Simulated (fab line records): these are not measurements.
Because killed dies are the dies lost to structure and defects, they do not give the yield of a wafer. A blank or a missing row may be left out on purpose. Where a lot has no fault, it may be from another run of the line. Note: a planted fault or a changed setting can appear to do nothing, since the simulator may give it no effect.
Which of the tools did it? -- flow rit_cmos -- Sampling: 13 lots, 39 wafers, 2 of 202 route steps

== WHAT THE GAUGES SHOWED, per wafer ==
The record holds no reading of a measuring or inspecting step that can be judged against a usual standard deviation.

== WHAT TOOL EACH LOT RAN ON (gives the tool, then ch and the chambers of the sampled wafers, and finally the start) ==
lot,RIT_ACTIVE_ETCH_13,RIT_M1_PROBE_99
L179,"rie_diel-04 ch 2,3, day 1 15:40",-
L180,"rie_diel-04 ch 0,1,3, day 1 20:58",-
L181,"rie_diel-03 ch 0,1,2, day 2 00:47",-
L182,"rie_diel-04 ch 1,2, day 2 06:28",-
L183,"rie_diel-04 ch 0,1, day 2 11:32",-
L184,"rie_diel-04 ch 2,3, day 2 15:50","prober-02, day 4 15:49"
L185,"rie_diel-03 ch 2,3, day 2 23:31",-
L190,"rie_diel-03 ch 1,2,3, day 3 22:16",-
L194,"rie_diel-03 ch 0,1,2, day 4 18:17",-
L196,"rie_diel-03 ch 0,1, day 5 04:50",-
L199,"rie_diel-02 ch 1,2, day 5 19:56",-
L200,"rie_diel-02 ch 0,1,2, day 6 00:58",-
L201,"rie_diel-04 ch 2,3, day 6 04:50",-
- RIT_ACTIVE_ETCH_13: etches Si3N4 in SF6, stops on SiO2, time 210 s, target depth 210 nm.
- RIT_M1_PROBE_99

== AS READ BY THE TOOLS THEMSELVES (means over the sampled wafers that have a number; for cases with no such wafer, the mark the record gives instead) ==
RIT_ACTIVE_ETCH_13. Usual: drypump_motor_current_A 5.5 A, standard deviation 0.54; oes_product_au 0.823 a.u., standard deviation 0.016; rf_fwd_power_W 124.5 W, standard deviation 0.35; throttle_valve_pct 7.50 %, standard deviation 0.11.
lot,tool,drypump_motor_current_A (A),oes_product_au (a.u.),rf_fwd_power_W (W),throttle_valve_pct (%),flag
L179,rie_diel-04,5.0,0.806,124.5,7.50,
L180,rie_diel-04,5.4,0.820,124.9,7.45,
L181,rie_diel-03,5.5,0.833,124.3,7.56,
L182,rie_diel-04,5.5,0.807,124.4,7.53,
L183,rie_diel-04,5.7,0.814,124.6,7.52,
L184,rie_diel-04,5.0,0.803,124.7,7.50,
L185,rie_diel-03,5.5,0.834,124.5,7.46,
L190,rie_diel-03,5.8,0.849,124.9,7.47,
L194,rie_diel-03,5.5,0.836,124.3,7.56,
L196,rie_diel-03,5.7,0.831,124.5,7.62,
L199,rie_diel-02,5.2,0.809,124.4,7.57,
L200,rie_diel-02,5.7,0.821,124.3,7.59,
L201,rie_diel-04,5.0,0.840,124.4,7.50,

RIT_M1_PROBE_99. Usual: killed_at_contacts 0.0, standard deviation 0.22; killed_at_front_end 7, standard deviation 3.2; killed_dies 8, standard deviation 3.2; killed_open 3.7, standard deviation 2.1; killed_short 3.8, standard deviation 2.2.
lot,tool,killed_at_contacts,killed_at_front_end,killed_dies,killed_open,killed_short,flag
L184,prober-02,0.0,19,19,4.0,3.3,OFF

== THE ANSWER, worked out from the rows above alone ==
Rule: a lot counts as off when the mean over its wafers that have a number is more than 3 standard deviations away from the usual mean. A lot without any number at a reading at which 4 lots or more have one is off too. Any other lot the step has rows for is counted as sound. After the gauges, taken in route order, come the tools' own readings; for these a lot's mean is taken, as printed above. At the first step where some lot is off, the reading lying furthest off is the one used; lots without a number count as furthest.
Off: L184, at RIT_M1_PROBE_99 (killed_at_front_end). Neither off nor sound, because the step has no rows for them: L179, L180, L181, L182, L183, L185, L190, L194, L196, L199, L200, L201.
A tool fits if, at that step or a process step before it, it ran every lot that is off, and no sound lot after the first of them. 2 tools fit, rie_diel-04 at RIT_ACTIVE_ETCH_13 and prober-02 at RIT_M1_PROBE_99, so this cannot tell which one it is.

== WHAT THE SIMULATOR HAD PUT IN ==
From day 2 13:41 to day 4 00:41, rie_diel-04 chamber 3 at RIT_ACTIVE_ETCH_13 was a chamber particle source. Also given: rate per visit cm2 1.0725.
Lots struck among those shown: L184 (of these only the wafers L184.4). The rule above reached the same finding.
